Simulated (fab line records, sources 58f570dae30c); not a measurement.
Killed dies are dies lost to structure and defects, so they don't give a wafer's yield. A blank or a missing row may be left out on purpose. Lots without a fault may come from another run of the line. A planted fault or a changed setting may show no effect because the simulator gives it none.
Which tool did it? | flow berkeley_cmos170 | 7 lots, 21 wafers sampled, at 1 step of a route of 331

WHAT THE GAUGES READ, wafer by wafer
UCB170_NVT_OVL_MEAS_06.
lot  | measured    | on         | NVT_OVL (nm)
L429 | day 5 23:40 | overlay-01 | 6 6 6
L431 | day 6 07:27 | overlay-02 | 6 6 7
L435 | day 7 06:23 | overlay-02 | -1 -3 4
L440 | day 8 03:03 | overlay-02 | 3 4 -2
L443 | day 9 06:12 | overlay-02 | 1 -2 -7
L448 | day 9 12:17 | overlay-01 | 2 0 2
L447 | day 9 12:49 | overlay-01 | -11 -4 5

WHICH TOOL RAN EACH LOT (tool, then ch and the chambers of the sampled wafers, then the start)
The record holds no process step before these readings.

THE ANSWER, worked out from the rows above alone
Rule: what is usual is taken from the lots themselves. Put in order of their means at a reading, lots are off if they are a third of the lots or fewer, leave a main group of 4 or more, and stand apart from it by a gap of 3 or more times the standard deviation of the main group's means; of several such gaps the widest counts. A main group whose means are all the same, to the digits that the tables above print for the reading, isn't used. A lot without any number at a reading at which 4 lots or more have one is off too. The other lots that the step has rows for count as sound.
No lot is off at any reading shown: from this, nothing can be told.

WHAT THE SIMULATOR HAD PUT IN
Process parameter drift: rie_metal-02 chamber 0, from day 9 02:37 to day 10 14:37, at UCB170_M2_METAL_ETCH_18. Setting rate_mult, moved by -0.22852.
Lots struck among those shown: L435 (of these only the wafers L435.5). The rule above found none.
